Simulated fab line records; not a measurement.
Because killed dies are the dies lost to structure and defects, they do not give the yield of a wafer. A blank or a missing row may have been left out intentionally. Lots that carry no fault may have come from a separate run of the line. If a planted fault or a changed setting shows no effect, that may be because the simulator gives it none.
fab line records	flow berkeley-cmos170
[record] lots = 14	wafers = 42	last-day = 14
route steps=331 shown NLDD@167
lots with no fault: from the same line, run without faults
start-h: hours from the record's first day to the start of the lot's first wafer shown	wait-h: hours since the lot's step before	" repeats the value in the row above	L1.1+2: a single row standing in for several wafers	- no value present, or no start provided	* or withheld: withheld	< > ~ a bound
route shown NAME@n: names a module that has steps shown in the file, with the first one's number in the route	usual: mean/standard deviation taken from wafers without a fault	same: alike in all rows	chamber/n: place in a boat	sites: per-site readings	_std_site: their standard deviation	_edge_site: inner sites' mean taken away from outer sites' mean	radius-mm: for every site, how far away it sits from the centre of the wafer	mask NAME#n: copy n	behind: the most recent tool/chamber to have shaped the wafer	hold: why the lot went on hold/how many hours it stayed there/how the hold came to an end	device: which transistor (n, p or np) failed to switch	end of line: the tests these same wafers got at the end of their route	a step without rows: its recipe alone	killed: at the first sort, the dies lost to defects and structure; wafer yield is something else	map: a wafer's dies, marking killed ones x, the rest . and places with no die _
set.NAME: the setting as run; set.NAME@STEP: as run at that earlier step	model.NAME: the simulator's own value behind a step, which no gauge read
one table for each step of the route and one row for each wafer, over a sample of lots
services: a tool's chamber out of use, with start hour (start-h, from the record's first day; less than 0 if before it), hours out, and reason
[[steps]]
[step UCB170_NLDD_IMPLANT_09]
[recipe] species = As	dose-cm2 = 5e+13	energy-kev = 30	tilt-deg = 7	rotation-deg = 180
[usual] beam-energy-keV = 30.000/0.0088	dose-ions-cm2 = 5e+13/6.2e+10	faraday-current-uA = 158/3.3
lot.wafer	tool	chamber	start-h	wait-h	beam-energy-keV	dose-ions-cm2	faraday-current-uA
L120.1	implanter-01	0	163.11	0.1	29.999	5.005e+13	165
L120.5	"	0	"	"	30.007	4.995e+13	155
L120.6	"	0	"	"	29.994	5.002e+13	157
L121.3	implanter-04	0	174.37	0.1	29.993	4.99e+13	155
L121.4	"	0	"	"	29.985	4.99e+13	154
L121.6	"	0	"	"	29.986	4.997e+13	164
L123.1	implanter-03	0	174.56	0.1	30.000	5.002e+13	159
L123.2	"	0	"	"	29.994	4.993e+13	156
L123.6	"	0	"	"	29.994	5e+13	162
L124.1	implanter-01	0	188.30	0.1	30.004	4.993e+13	160
L124.2	"	0	"	"	29.999	4.999e+13	161
L124.6	"	0	"	"	30.003	4.997e+13	165
L125.4	implanter-03	0	189.13	0.1	30.003	4.994e+13	156
L125.5	"	0	"	"	30.021	4.995e+13	161
L125.6	"	0	"	"	30.008	4.998e+13	152
L130.2	implanter-03	0	213.55	0.1	30.008	5.002e+13	158
L130.3	"	0	"	"	29.990	5.001e+13	154
L130.5	"	0	"	"	30.011	5.004e+13	156
L129.1	implanter-04	0	213.78	0.1	29.996	4.996e+13	161
L129.3	"	0	"	"	29.992	5.002e+13	158
L129.5	"	0	"	"	30.002	4.993e+13	154
L132.2	implanter-04	0	224.78	0.1	30.012	5.005e+13	152
L132.3	"	0	"	"	29.998	5.01e+13	161
L132.5	"	0	"	"	30.015	5.011e+13	164
L133.2	implanter-03	0	224.85	0.1	29.996	5.004e+13	153
L133.3	"	0	"	"	30.004	5.004e+13	158
L133.6	"	0	"	"	29.993	5.008e+13	164
L134.2	implanter-03	0	239.40	0.1	29.996	7.252e+13	225
L134.3	"	0	"	"	29.996	7.253e+13	234
L134.4	"	0	"	"	29.995	7.255e+13	227
L137.2	implanter-01	0	246.78	0.1	29.995	4.998e+13	156
L137.4	"	0	"	"	29.989	4.992e+13	163
L137.6	"	0	"	"	29.989	4.999e+13	162
L135.3	implanter-03	0	248.19	0.1	30.001	7.244e+13	235
L135.5	"	0	"	"	29.993	7.241e+13	225
L135.6	"	0	"	"	29.998	7.248e+13	216
L142.1	implanter-01	0	282.18	0.1	30.014	5.002e+13	153
L142.3	"	0	"	"	30.004	5.009e+13	157
L142.4	"	0	"	"	30.010	5.007e+13	158
L143.1	implanter-01	0	285.76	0.1	29.991	4.997e+13	153
L143.3	"	0	"	"	30.002	4.996e+13	159
L143.5	"	0	"	"	30.011	4.994e+13	158
[step UCB170_NLDD_TW_MEAS_11]
[usual] NLDD_TW = 2218/20
lot.wafer	tool	chamber	start-h	wait-h	NLDD_TW
L120.1	film-metro-02	-	163.36	0.1	2244
L120.5	"	-	"	"	2258
L120.6	"	-	"	"	2239
L121.3	film-metro-04	-	174.59	0.1	2209
L121.4	"	-	"	"	2217
L121.6	"	-	"	"	2221
L123.1	film-metro-03	-	174.81	0.1	2207
L123.2	"	-	"	"	2197
L123.6	"	-	"	"	2202
L124.1	film-metro-03	-	188.55	0.1	2195
L124.2	"	-	"	"	2201
L124.6	"	-	"	"	2210
L125.4	film-metro-03	-	189.33	0.1	2206
L125.5	"	-	"	"	2210
L125.6	"	-	"	"	2202
L130.2	film-metro-02	-	213.79	0.1	2238
L130.3	"	-	"	"	2258
L130.5	"	-	"	"	2253
L129.1	film-metro-04	-	214.03	0.1	2216
L129.3	"	-	"	"	2222
L129.5	"	-	"	"	2203
L132.2	film-metro-04	-	225.01	0.1	2201
L132.3	"	-	"	"	2210
L132.5	"	-	"	"	2218
L133.2	film-metro-02	-	225.09	0.1	2262
L133.3	"	-	"	"	2264
L133.6	"	-	"	"	2245
L134.2	film-metro-03	-	239.63	0.1	2341
L134.3	"	-	"	"	2334
L134.4	"	-	"	"	2324
L137.2	film-metro-02	-	247.02	0.1	2243
L137.4	"	-	"	"	2254
L137.6	"	-	"	"	2245
L135.3	film-metro-03	-	248.41	0.1	2319
L135.5	"	-	"	"	2315
L135.6	"	-	"	"	2316
L142.1	film-metro-03	-	282.43	0.1	2202
L142.3	"	-	"	"	2192
L142.4	"	-	"	"	2203
L143.1	film-metro-04	-	286.01	0.1	2219
L143.3	"	-	"	"	2201
L143.5	"	-	"	"	2221
[step UCB170_SDANNEAL_RS_MEAS_05]
[recipe] thk-meas-gauge = four-point-probe
[usual] NLDD_RS = 616.1/1.6
lot.wafer	tool	chamber	start-h	wait-h	NLDD_RS[ohm/sq]
L120.1	film-metro-03	-	175.88	0.1	619.9
L120.5	"	-	"	"	617.4
L120.6	"	-	"	"	615.7
L121.3	film-metro-02	-	185.22	0.1	615.6
L121.4	"	-	"	"	614.8
L121.6	"	-	"	"	616.2
L123.1	film-metro-04	-	185.44	0.1	617.3
L123.2	"	-	"	"	617.1
L123.6	"	-	"	"	619.1
L125.4	film-metro-02	-	203.34	0.1	614.6
L125.5	"	-	"	"	615.3
L125.6	"	-	"	"	615.4
L124.1	film-metro-04	-	203.51	0.1	616.5
L124.2	"	-	"	"	616.3
L124.6	"	-	"	"	617.4
L130.2	film-metro-02	-	226.03	0.1	617.2
L130.3	"	-	"	"	618.3
L130.5	"	-	"	"	617.2
L129.1	film-metro-02	-	226.85	0.1	614.9
L129.3	"	-	"	"	614.8
L129.5	"	-	"	"	616.2
L132.2	film-metro-03	-	237.72	0.1	617.2
L132.3	"	-	"	"	615.3
L132.5	"	-	"	"	616.4
L133.2	film-metro-04	-	237.75	0.1	618.0
L133.3	"	-	"	"	618.3
L133.6	"	-	"	"	618.5
L134.2	film-metro-02	-	252.35	0.1	536.8
L134.3	"	-	"	"	537.4
L134.4	"	-	"	"	536.0
L137.2	film-metro-02	-	262.31	0.1	615.5
L137.4	"	-	"	"	617.1
L137.6	"	-	"	"	615.5
L135.3	film-metro-04	-	262.63	0.1	535.4
L135.5	"	-	"	"	537.2
L135.6	"	-	"	"	535.6
L142.1	film-metro-02	-	296.75	0.1	614.7
L142.3	"	-	"	"	616.7
L142.4	"	-	"	"	615.1
L143.1	film-metro-03	-	298.82	0.1	617.3
L143.3	"	-	"	"	616.6
L143.5	"	-	"	"	616.5
[[services]]
tool	chamber	start-h	hours	kind
implanter-04	-	216.32	2.1	repair
implanter-04	-	232.36	2.7	repair
[[key]]
[first-sign] step = UCB170_NLDD_IMPLANT_09	reading = dose-ions-cm2	direction = up	sigmas = 99+	usual = 5e+13	struck = 7.249e+13
[effect] step = UCB170_NLDD_IMPLANT_09	reading = faraday-current-uA	direction = up	sigmas = 21	usual = 158	struck = 227
[effect] step = UCB170_NLDD_TW_MEAS_11	reading = NLDD_TW	direction = up	sigmas = 5.2	usual = 2218	struck = 2325
[effect] step = UCB170_SDANNEAL_RS_MEAS_05	reading = NLDD_RS	direction = down	sigmas = 51	usual = 616.1	struck = 536.4
met-at UCB170_NLDD_IMPLANT_09
struck-lots L134,L135
tester-left-out L134,L135
onset-between 224.85 239.40
[fault] kind = process-parameter-drift	tool = implanter-03	chamber = -	onset-h = 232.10	steps = UCB170_NLDD_IMPLANT_09	channel = dose-cm2	offset = 2.25e+13	shape = step	end-h = 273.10	acts-in = these-recipes-only	stated = 5e+13
// tester-left-out: of these lots the tester's yield and bins aren't shown, on N5 and GAA mostly nor the transistor test; their killed dies are dies lost to structure and defects alone, not to doping, threshold or leakage, so they don't give the yield
